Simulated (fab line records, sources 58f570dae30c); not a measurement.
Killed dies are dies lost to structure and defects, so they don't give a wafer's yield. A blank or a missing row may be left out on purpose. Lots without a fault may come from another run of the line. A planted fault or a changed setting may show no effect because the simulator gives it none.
fab line records | flow berkeley_cmos170
record lots=14 wafers=42 last_day=13
route steps=331 shown PWELL@50 NVT@112 GATE@142 M1@248
lots that met no fault: from a run of the same line without faults
start_h: hours from the record's first day to the start of the lot's first wafer shown | wait_h: hours since the lot's step before | " the same as in the row above | L1.1+2: a row that stands for several wafers | - no value, or no start given | * or withheld: withheld | < > ~ a bound
route shown NAME@n: a module of which the file shows steps, and the number in the route of the first | usual: mean/standard deviation of fault-free wafers | same: alike in all rows | chamber/n: place in a boat | sites: the reading at each site | _std_site: their standard deviation | _edge_site: outer sites' mean less inner sites' | radius_mm: how far each site lies from the wafer's centre | mask NAME#n: copy n | behind: the tool/chamber that last shaped the wafer | hold: why the lot was held/for how many hours/how that ended | device: the transistor (n, p or np) that didn't switch | end of line: the same wafers' tests at the end of the route | a step without rows: its recipe alone | killed: dies lost to structure and defects at the first sort, not the wafer's yield | map: a wafer's dies, x killed, . not, _ none there
set.NAME: the setting as run; set.NAME@STEP: as run at that earlier step | model.NAME: the simulator's own value behind a step, which no gauge read
steps of the route over a sample of lots; a table a step, a row a wafer
services: from which hour (start_h, from the record's first day; less than 0 if before it) a tool's chamber was out of use, for how many hours, and why
## steps
# step UCB170_PWELL_STRIP_16
# recipe chemistry=O2 power_w=400 pressure_mtorr=3500 platen_temp_c=withheld o2_flow_sccm=400 overash_fraction=0.5
# usual drypump_motor_current_A=5.8/0.43 oes_product_au=0.721/0.0045 overash_fraction=0.5/0 strip_time_to_endpoint_s=18.12/0.088
# columns lot.wafer tool chamber start_h wait_h drypump_motor_current_A oes_product_au overash_fraction rf_hours_counter_h strip_time_to_endpoint_s
L230.2 plasma_asher-01 1 59.05 0.1 6.4 0.717 0.5 31 18.13
L230.3 " 0 " " 5.3 0.724 0.5 - 18.16
L230.6 " 0 " " 5.3 0.720 0.5 - 18.08
L232.1 plasma_asher-01 0 64.75 0.1 5.3 0.728 0.5 32 18.11
L232.2 " 1 " " 6.4 0.720 0.5 32 18.10
L232.6 " 1 " " 6.4 0.722 0.5 - 18.11
L231.1 plasma_asher-03 0 65.02 0.1 6.0 0.716 0.5 27 18.18
L231.2 " 1 " " 5.6 0.722 0.5 27 17.93
L231.5 " 0 " " 6.0 0.726 0.5 - 18.21
L233.1 plasma_asher-01 0 72.39 0.1 5.3 0.717 0.5 33 18.04
L233.2 " 1 " " 6.4 0.721 0.5 33 18.19
L233.3 " 1 " " 6.4 0.725 0.5 - 18.07
L235.4 plasma_asher-04 0 85.43 0.1 5.7 0.722 0.5 - 18.12
L235.5 " 0 " " 5.7 0.711 0.5 - 18.19
L235.6 " 1 " " 5.1 0.715 0.5 - 18.23
L234.1 plasma_asher-01 1 85.95 0.1 6.4 0.718 0.5 34 18.16
L234.2 " 0 " " 5.3 0.724 0.5 34 18.04
L234.5 " 0 " " 5.3 0.716 0.5 - 18.09
L236.1 plasma_asher-04 1 91.12 0.1 5.1 0.721 0.5 32 18.26
L236.2 " 0 " " 5.7 0.723 0.5 32 18.24
L236.4 " 1 " " 5.1 0.722 0.5 - 18.23
L238.1 plasma_asher-04 1 101.94 0.1 5.1 0.639 0.8 33 18.02
L238.3 " 1 " " 5.1 0.647 0.8 - 18.00
L238.5 " 0 " " 5.7 0.716 0.5 - 18.05
L240.1 plasma_asher-04 1 114.74 0.1 5.1 0.631 0.8 35 18.18
L240.2 " 0 " " 5.7 0.728 0.5 35 18.18
L240.3 " 0 " " 5.6 0.722 0.5 - 18.16
L244.1 plasma_asher-03 0 132.67 0.1 6.0 0.717 0.5 34 17.97
L244.4 " 1 " " 5.6 0.720 0.5 - 17.95
L244.6 " 1 " " 5.6 0.714 0.5 - 18.08
L247.1 plasma_asher-03 1 151.25 0.1 5.6 0.723 0.5 37 18.22
L247.2 " 0 " " 6.0 0.723 0.5 37 18.05
L247.5 " 1 " " 5.6 0.719 0.5 - 18.15
L252.1 plasma_asher-01 0 163.22 0.1 5.3 0.723 0.5 7 18.11
L252.3 " 0 " " 5.3 0.719 0.5 - 18.15
L252.5 " 0 " " 5.3 0.726 0.5 - 18.03
L251.3 plasma_asher-03 0 163.80 0.1 6.0 0.727 0.5 - 18.04
L251.4 " 1 " " 5.6 0.716 0.5 - 18.01
L251.5 " 0 " " 6.0 0.727 0.5 - 18.19
L253.1 plasma_asher-03 0 167.49 0.1 6.0 0.714 0.5 40 18.12
L253.4 " 1 " " 5.6 0.726 0.5 - 18.19
L253.5 " 0 " " 6.0 0.719 0.5 - 18.24
# step UCB170_NVT_STRIP_08
# recipe chemistry=O2 power_w=400 pressure_mtorr=3500 platen_temp_c=withheld o2_flow_sccm=400 overash_fraction=0.5
# usual drypump_motor_current_A=5.69/0.27 oes_product_au=0.735/0.005 overash_fraction=0.5/0 strip_time_to_endpoint_s=21.63/0.061
# columns lot.wafer tool chamber start_h wait_h drypump_motor_current_A oes_product_au overash_fraction rf_hours_counter_h strip_time_to_endpoint_s
L232.1 plasma_asher-02 1 139.90 0.1 5.87 0.736 0.5 41 21.58
L232.2 " 0 " " 5.45 0.739 0.5 41 21.58
L232.6 " 0 " " 5.46 0.735 0.5 - 21.57
L230.2 plasma_asher-03 0 140.39 0.2 6.01 0.737 0.5 35 21.69
L230.3 " 0 " " 6.03 0.738 0.5 - 21.73
L230.6 " 0 " " 6.03 0.733 0.5 - 21.75
L231.1 plasma_asher-02 0 140.61 0.1 5.45 0.744 0.5 42 21.58
L231.2 " 1 " " 5.86 0.736 0.5 42 21.57
L231.5 " 1 " " 5.89 0.734 0.5 - 21.57
L233.1 plasma_asher-03 1 140.71 0.1 5.60 0.741 0.5 35 21.69
L233.2 " 0 " " 6.02 0.741 0.5 35 21.75
L233.3 " 0 " " 6.04 0.725 0.5 - 21.65
L235.4 plasma_asher-02 0 171.37 0.1 5.43 0.736 0.5 - 21.65
L235.5 " 1 " " 5.88 0.740 0.5 - 21.57
L235.6 " 0 " " 5.41 0.734 0.5 - 21.61
L234.1 plasma_asher-03 1 171.62 0.1 5.61 0.734 0.5 40 21.66
L234.2 " 0 " " 6.04 0.733 0.5 40 21.70
L234.5 " 0 " " 6.06 0.732 0.5 - 21.66
L236.1 plasma_asher-02 1 171.89 0.1 5.88 0.739 0.5 47 21.67
L236.2 " 0 " " 5.42 0.738 0.5 47 21.72
L236.4 " 0 " " 5.44 0.724 0.5 - 21.69
L238.1 plasma_asher-02 1 182.14 0.1 5.87 0.736 0.5 48 21.63
L238.3 " 0 " " 5.43 0.728 0.5 - 21.63
L238.5 " 0 " " 5.43 0.738 0.5 - 21.62
L240.1 plasma_asher-02 0 191.85 0.1 5.45 0.743 0.5 50 21.66
L240.2 " 1 " " 5.90 0.742 0.5 50 21.58
L240.3 " 1 " " 5.89 0.735 0.5 - 21.66
L244.1 plasma_asher-04 1 209.02 0.1 5.06 0.730 0.5 40 21.65
L244.4 " 0 " " 5.65 0.731 0.5 - 21.65
L244.6 " 0 " " 5.67 0.731 0.5 - 21.62
L247.1 plasma_asher-02 0 228.04 0.1 5.46 0.743 0.5 53 21.62
L247.2 " 1 " " 5.89 0.737 0.5 53 21.53
L247.5 " 0 " " 5.46 0.731 0.5 - 21.54
L251.3 plasma_asher-02 1 245.09 0.1 5.88 0.735 0.5 - 21.64
L251.4 " 0 " " 5.45 0.737 0.5 - 21.68
L251.5 " 1 " " 5.89 0.739 0.5 - 21.67
L253.1 plasma_asher-03 1 245.48 0.1 5.60 0.726 0.5 46 21.60
L253.4 " 0 " " 6.04 0.731 0.5 - 21.65
L253.5 " 1 " " 5.58 0.740 0.5 - 21.60
L252.1 plasma_asher-02 0 245.76 0.1 5.45 0.738 0.5 55 21.59
L252.3 " 1 " " 5.85 0.733 0.5 - 21.64
L252.5 " 1 " " 5.86 0.739 0.5 - 21.64
# step UCB170_GATE_STRIP_16
# recipe chemistry=O2 power_w=400 pressure_mtorr=3500 platen_temp_c=withheld o2_flow_sccm=400 overash_fraction=0.5
# usual drypump_motor_current_A=5.8/0.34 oes_product_au=0.724/0.0044 overash_fraction=0.5/0
# columns lot.wafer tool chamber start_h wait_h drypump_motor_current_A oes_product_au overash_fraction rf_hours_counter_h
L231.1 plasma_asher-02 0 154.54 0.0 5.4 0.719 0.5 44
L231.2 " 1 " " 5.9 0.721 0.5 44
L231.5 " 0 " " 5.4 0.725 0.5 -
L230.2 plasma_asher-03 1 154.61 0.0 5.6 0.724 0.5 38
L230.3 " 1 " " 5.6 0.726 0.5 -
L230.6 " 1 " " 5.6 0.724 0.5 -
L233.1 plasma_asher-02 0 154.89 0.0 5.4 0.731 0.5 44
L233.2 " 1 " " 5.9 0.726 0.5 44
L233.3 " 1 " " 5.9 0.718 0.5 -
L232.1 plasma_asher-03 1 155.16 0.0 5.6 0.725 0.5 38
L232.2 " 0 " " 6.0 0.724 0.5 38
L232.6 " 1 " " 5.6 0.720 0.5 -
L235.4 plasma_asher-02 1 193.45 0.1 5.9 0.731 0.5 -
L235.5 " 0 " " 5.4 0.723 0.5 -
L235.6 " 1 " " 5.9 0.728 0.5 -
L234.1 plasma_asher-02 1 193.86 0.0 5.9 0.719 0.5 50
L234.2 " 0 " " 5.4 0.721 0.5 50
L234.5 " 1 " " 5.9 0.723 0.5 -
L236.1 plasma_asher-03 1 193.96 0.0 5.6 0.725 0.5 43
L236.2 " 0 " " 6.0 0.724 0.5 43
L236.4 " 0 " " 6.0 0.728 0.5 -
L238.1 plasma_asher-02 1 204.49 0.0 5.9 0.723 0.5 50
L238.3 " 1 " " 5.9 0.727 0.5 -
L238.5 " 1 " " 5.9 0.721 0.5 -
L240.1 plasma_asher-01 1 212.74 0.0 6.4 0.719 0.5 12
L240.2 " 0 " " 5.3 0.724 0.5 12
L240.3 " 1 " " 6.4 0.725 0.5 -
L244.1 plasma_asher-01 1 226.75 0.0 6.3 0.723 0.5 13
L244.4 " 0 " " 5.3 0.727 0.5 -
L244.6 " 0 " " 5.3 0.713 0.5 -
L247.1 plasma_asher-01 1 246.27 0.0 6.4 0.722 0.5 15
L247.2 " 0 " " 5.3 0.728 0.5 15
L247.5 " 0 " " 5.3 0.723 0.5 -
L252.1 plasma_asher-02 1 262.61 0.0 5.9 0.718 0.5 58
L252.3 " 0 " " 5.5 0.714 0.5 -
L252.5 " 0 " " 5.4 0.730 0.5 -
L251.3 plasma_asher-01 0 262.92 0.1 5.3 0.720 0.5 -
L251.4 " 1 " " 6.3 0.727 0.5 -
L251.5 " 0 " " 5.2 0.725 0.5 -
L253.1 plasma_asher-02 0 263.00 0.0 5.5 0.728 0.5 58
L253.4 " 1 " " 5.9 0.724 0.5 -
L253.5 " 0 " " 5.5 0.727 0.5 -
# step UCB170_M1_OVL_MEAS_10
# usual M1_OVL=-1/5.5
# columns lot.wafer tool chamber start_h wait_h M1_OVL[nm]
L231.1 overlay-02 - 178.43 0.1 4
L231.2 " - " " 9
L231.5 " - " " 3
L232.1 overlay-01 - 180.08 0.1 3
L232.2 " - " " -3
L232.6 " - " " 2
L230.2 overlay-02 - 180.58 0.1 -6
L230.3 " - " " -2
L230.6 " - " " 1
L233.1 overlay-01 - 181.14 0.1 0
L233.2 " - " " 0
L233.3 " - " " -7
L236.1 overlay-02 - 219.66 0.1 4
L236.2 " - " " 7
L236.4 " - " " 2
L234.1 overlay-02 - 221.16 0.1 -1
L234.2 " - " " -6
L234.5 " - " " 1
L235.4 overlay-02 - 221.36 0.1 -7
L235.5 " - " " -3
L235.6 " - " " -9
L238.1 overlay-01 - 227.35 0.1 8
L238.3 " - " " 7
L238.5 " - " " 4
L240.1 overlay-02 - 235.16 0.1 3
L240.2 " - " " 4
L240.3 " - " " 5
L244.1 overlay-01 - 258.92 0.1 2
L244.4 " - " " 6
L244.6 " - " " 3
L247.1 overlay-01 - 277.29 0.1 1
L247.2 " - " " 4
L247.5 " - " " -5
L251.3 overlay-01 - 290.33 0.1 -2
L251.4 " - " " -6
L251.5 " - " " -1
L253.1 overlay-02 - 291.94 0.1 7
L253.4 " - " " 4
L253.5 " - " " 4
L252.1 overlay-02 - 292.15 0.1 -2
L252.3 " - " " -5
L252.5 " - " " -12
## services
# columns tool chamber start_h hours kind
plasma_asher-04 - 56.14 1.3 repair
plasma_asher-01 - 108.75 9.0 pm
plasma_asher-01 0 108.75 9.0 vent_cycle
plasma_asher-01 1 108.75 9.0 vent_cycle
plasma_asher-01 0 117.75 - clean
plasma_asher-01 1 117.75 - clean
plasma_asher-02 - 120.48 2.7 repair
plasma_asher-04 - 126.46 2.8 pm
plasma_asher-04 - 129.36 31.9 repair
plasma_asher-04 - 131.30 2.7 repair
plasma_asher-04 - 168.81 3.6 repair
plasma_asher-04 - 172.44 4.7 repair
plasma_asher-03 - 207.39 14.6 pm
plasma_asher-03 - 233.25 1.2 repair
plasma_asher-01 - 236.83 0.4 repair
plasma_asher-04 - 244.08 7.6 repair
## key
first_sign step=UCB170_PWELL_STRIP_16 reading=overash_fraction direction=up sigmas=99+ usual=0.5 struck=0.8
effect step=UCB170_PWELL_STRIP_16 reading=oes_product_au direction=down sigmas=19 usual=0.721 struck=0.639
met_at UCB170_PWELL_STRIP_16
struck_lots L238,L240
struck_wafers L238.1,L238.3,L240.1
tester_left_out L238,L240
not_acting_at UCB170_NVT_STRIP_08,UCB170_GATE_STRIP_16,UCB170_M1_OVL_MEAS_10
onset_between 91.12 101.94
fault kind=process_parameter_drift tool=plasma_asher-04 chamber=1 onset_h=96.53 steps=UCB170_PWELL_STRIP_16 channel=overash_fraction offset=0.3 shape=step end_h=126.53 acts_in=these_recipes_only stated=0.5
# tester_left_out: of these lots the tester's yield and bins aren't shown, on N5 and GAA mostly nor the transistor test; their killed dies are dies lost to structure and defects alone, not to doping, threshold or leakage, so they don't give the yield
